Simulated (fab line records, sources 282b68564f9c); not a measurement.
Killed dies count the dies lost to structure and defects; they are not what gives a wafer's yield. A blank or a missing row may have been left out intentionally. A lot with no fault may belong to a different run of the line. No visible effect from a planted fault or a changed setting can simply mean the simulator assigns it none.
Split-lot trial	flow rit cmos	on a route of 202 steps: 5 lots, 23 wafers read

== THE SPLIT ITSELF ==
At RIT_PRETRO_IMPLANT_08, the setting energy kev was moved away from the recipe's 45 on 10 of the 23 wafers read, by -3.0% to +5.3%. The other wafers ran this setting at the recipe's value.

The reading is taken at the split's own step.

== THE READING ==
The simulator's own value implant.drp nm, read by no gauge, in nm at RIT_PRETRO_IMPLANT_08. There is no usual value for it anywhere in the file.

wafer	tool, chamber at the split	energy kev as run	against the recipe	implant.drp nm, nm	against lot-mates on the recipe
L075.2	implanter-03, 0	45	recipe	55.07	-
L075.3	implanter-03, 0	45	recipe	55.07	-
L075.5	implanter-03, 0	45	recipe	55.07	-
L077.1	implanter-03, 0	45	recipe	55.07	-
L077.2	implanter-03, 0	45	recipe	55.07	-
L077.4	implanter-03, 0	45	recipe	55.07	-
L077.3	implanter-03, 0	46.85	+4.1%	56.4	+1.33
L077.5	implanter-03, 0	46.85	+4.1%	56.4	+1.33
L076.1	implanter-02, 0	43.66	-3.0%	54.09	-0.98
L076.2	implanter-02, 0	43.66	-3.0%	54.09	-0.98
L076.4	implanter-02, 0	43.66	-3.0%	54.09	-0.98
L076.5	implanter-02, 0	45	recipe	55.07	-
L076.6	implanter-02, 0	45	recipe	55.07	-
L078.1	implanter-03, 0	45	recipe	55.07	-
L078.3	implanter-03, 0	45	recipe	55.07	-
L078.5	implanter-03, 0	45	recipe	55.07	-
L078.4	implanter-03, 0	45.86	+1.9%	55.69	+0.62
L078.6	implanter-03, 0	45.86	+1.9%	55.69	+0.62
L084.1	implanter-02, 0	47.39	+5.3%	56.78	+1.71
L084.3	implanter-02, 0	47.39	+5.3%	56.78	+1.71
L084.6	implanter-02, 0	47.39	+5.3%	56.78	+1.71
L084.4	implanter-02, 0	45	recipe	55.07	-
L084.5	implanter-02, 0	45	recipe	55.07	-

FIT RESULTS
A straight line over all 23 wafers: implant.drp nm changes by +0.324 nm for each +1% of energy kev; r = +1.00; the points scatter about the line by 0.0061 nm.
The same after taking each lot's own level away (the mean of its wafers on the recipe; 23 wafers): +0.324 nm for each +1%; r = +1.00; scatter 0.0061 nm.
Per that fit: largest energy kev move, reading shift of 1.7 nm.
The lots' own levels span 55.070 to 55.070 nm.
The two slopes are in agreement: the lot-to-lot level therefore moves the slope only a little.
Check: +1.72 nm against its lot-mates is what the line predicts for one of the wafers moved furthest among these (+5.3%) when that wafer is left out of the fit. Against them it came out at +1.71 nm.

== THE OTHER SPLITS THESE WAFERS WENT THROUGH ==
Note: prior to the reading, these wafers also went through further splits. Each is held against what the fit with the lots' levels taken away leaves over:
other split on the same wafers	wafers away from the commonest value	r with implant.drp nm (lot level and that fit taken away)
RIT_FOX1_OXIDATION_00 ox time s	15	+0.15
RIT_NWELL_IMPLANT_08 dose cm2	11	-0.11
RIT_PWELL_IMPLANT_08 energy kev	8	-0.36
RIT_PRETRO_HARDBAKE_07 temp c	7	+0.07

== THE WHOLE CHAIN: every reading that the file lists as answering this split, in the file's order ==
step	what it does	reading	change (the file's fit)	r (the file's)
RIT_PRETRO_IMPLANT_08		implant.rp nm (the simulator's own value, which no gauge read)	+1.35 nm for each +1% of the setting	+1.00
RIT_PRETRO_IMPLANT_08		implant.drp nm (the simulator's own value, which no gauge read)	+0.323 nm for each +1% of the setting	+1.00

== FILE'S OWN FIT ==
implant.drp nm changes by +0.323 nm for each +1% of energy kev, r = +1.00.
